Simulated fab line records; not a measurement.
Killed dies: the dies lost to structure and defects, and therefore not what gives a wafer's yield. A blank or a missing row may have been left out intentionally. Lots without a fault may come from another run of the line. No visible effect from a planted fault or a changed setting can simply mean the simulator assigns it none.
Struck lot and sound lot, side by side / flow ritCmos / 17 steps out of a route of 202
Sound: wafers L343.1, L343.3, L343.4. Wafers L361.2, L361.3, L361.5 were the ones struck. The cause comes at the end.
Order at every step that has rows: each side's tool, ch and its chambers, its first start. Under that, the readings that differ: sound wafers / struck wafers / difference of the means / sigmas: that difference in standard deviations of wafers without a fault.
alike: readings whose means differ by less than 2 such deviations, and words and numbers that are the same on both sides. not compared: withheld readings, readings that some wafer has no value for, bounds like >300 that may hide the same value, and numbers for which the record gives no deviation and whose values overlap.
The two part at a step that has a row with sigmas, a row that says differs or no value, or rows on one side only. When numbers do not overlap yet have no deviation, they are printed without sigmas and do not part them. Lack of a reading on every wafer of one side parts them only where that side has two or more wafers.

first, 2 steps without rows for these wafers: RIT_NRETRO_HARDBAKE_07 (time 120 s); RIT_NRETRO_IMPLANT_08.
RIT_NRETRO_STRIP_09: strips in O2, time 180 s.
  sound on plasmaAsher-04 ch 0,1, day 2 09:29; struck on plasmaAsher-04 ch 0,1, day 6 01:17
  alike: drypumpMotorCurrentA
  not compared: rfHoursCounterH
RIT_NRETRO_TW_MEAS_10:
  sound on filmMetro-03 at day 2 09:40; struck on filmMetro-02 at day 6 01:28
  alike: NRETRO_TW
then, 6 steps without rows for these wafers: RIT_PRETRO_HMDS_00 (prime time 60 s); RIT_PRETRO_COAT_01 (resist thk 1300 nm); RIT_PRETRO_SOFTBAKE_02 (time 60 s); RIT_PRETRO_EXPOSE_03 (exposes mask M5, target cd 43700 nm); RIT_PRETRO_PEB_04; RIT_PRETRO_DEVELOP_05 (develop time 66.59 s).
RIT_PRETRO_OVL_MEAS_06:
  sound on overlay-01 at day 2 10:36; struck on overlay-01 at day 6 02:31
  alike: PRETRO_OVL
then, 1 step without rows for these wafers: RIT_PRETRO_HARDBAKE_07 (time 120 s).
RIT_PRETRO_IMPLANT_08:
  sound on implanter-01 ch 0, day 2 10:53; struck on implanter-01 ch 0, day 6 02:50
reading=beamEnergyKeV; sound=45.002 45.001 45.014; struck=54.906 54.910 54.894; difference=+9.898; sigmas=+99 or more
reading=model.implant.rpNm (nm); sound=145.2 145.2 145.2; struck=170.7 170.7 170.7; difference=+25.5; sigmas=
reading=model.implant.drpNm (nm); sound=55.07 55.07 55.07; struck=61.68 61.68 61.68; difference=+6.61; sigmas=
RIT_PRETRO_STRIP_09: strips in O2, time 180 s.
  sound on plasmaAsher-04 ch 0,1, day 2 11:02; struck on plasmaAsher-03 ch 0,1, day 6 02:57
  alike: drypumpMotorCurrentA
  not compared: rfHoursCounterH
RIT_PRETRO_TW_MEAS_10:
  sound on filmMetro-03 at day 2 11:13; struck on filmMetro-03 at day 6 03:08
reading=PRETRO_TW; sound=476 476 478; struck=490 494 490; difference=+15; sigmas=+4
then, 1 step without rows for these wafers: RIT_GATE_WET_ETCH_00 (etches SiO2 in BOE, target depth 56 nm, time 60 s).
RIT_M1_PROBE_99:
  sound on prober-02 at day 3 15:20; struck on prober-02 at day 7 07:37
reading=model.etest.nmos_0p3.rOnOhmUm; sound=2100 2130 2131; struck=2084 2082 2059; difference=-45; sigmas=
reading=model.etest.nmosTurned.driveUaUm; sound=335.5 332.9 322.4; struck=343 341 352.7; difference=+15; sigmas=
reading=model.etest.nmosNarrow.driveUaUm; sound=234.2 230.5 232.3; struck=240.2 238.1 245.9; difference=+9.1; sigmas=
reading=model.etest.nmos_0p3.driveUaUm; sound=234.9 233.1 230.2; struck=241.2 239.4 248.1; difference=+10.2; sigmas=
reading=model.etest.retroEdgeNmos.offLog10AUm; sound=-10.11 -10.15 -10.12; struck=-9.278 -9.54 -9.348; difference=+0.738; sigmas=
reading=model.etest.nmos_0p15.offLog10AUm; sound=-10.22 -10.21 -10.41; struck=-9.412 -9.66 -9.539; difference=+0.743; sigmas=
reading=model.etest.ring.quietLog10A (angstrom); sound=-7.731 -7.79 -7.982; struck=-7.346 -7.516 -7.406; difference=+0.412; sigmas=
  alike: killedAtFrontEnd, killedDies, killedOnRim, killedOpen, killedShort
  not compared: model.etest.nmos_0p15.driveUaUm

## WHERE THEY PART
Last at RIT_PRETRO_TW_MEAS_10 as far as this record goes, first at RIT_PRETRO_IMPLANT_08. Later steps at which nothing parts them and some readings are alike: RIT_M1_PROBE_99.

WHY: the cause the simulator had injected
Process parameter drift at RIT_PRETRO_IMPLANT_08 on implanter-01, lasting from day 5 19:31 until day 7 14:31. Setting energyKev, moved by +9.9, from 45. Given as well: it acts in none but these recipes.
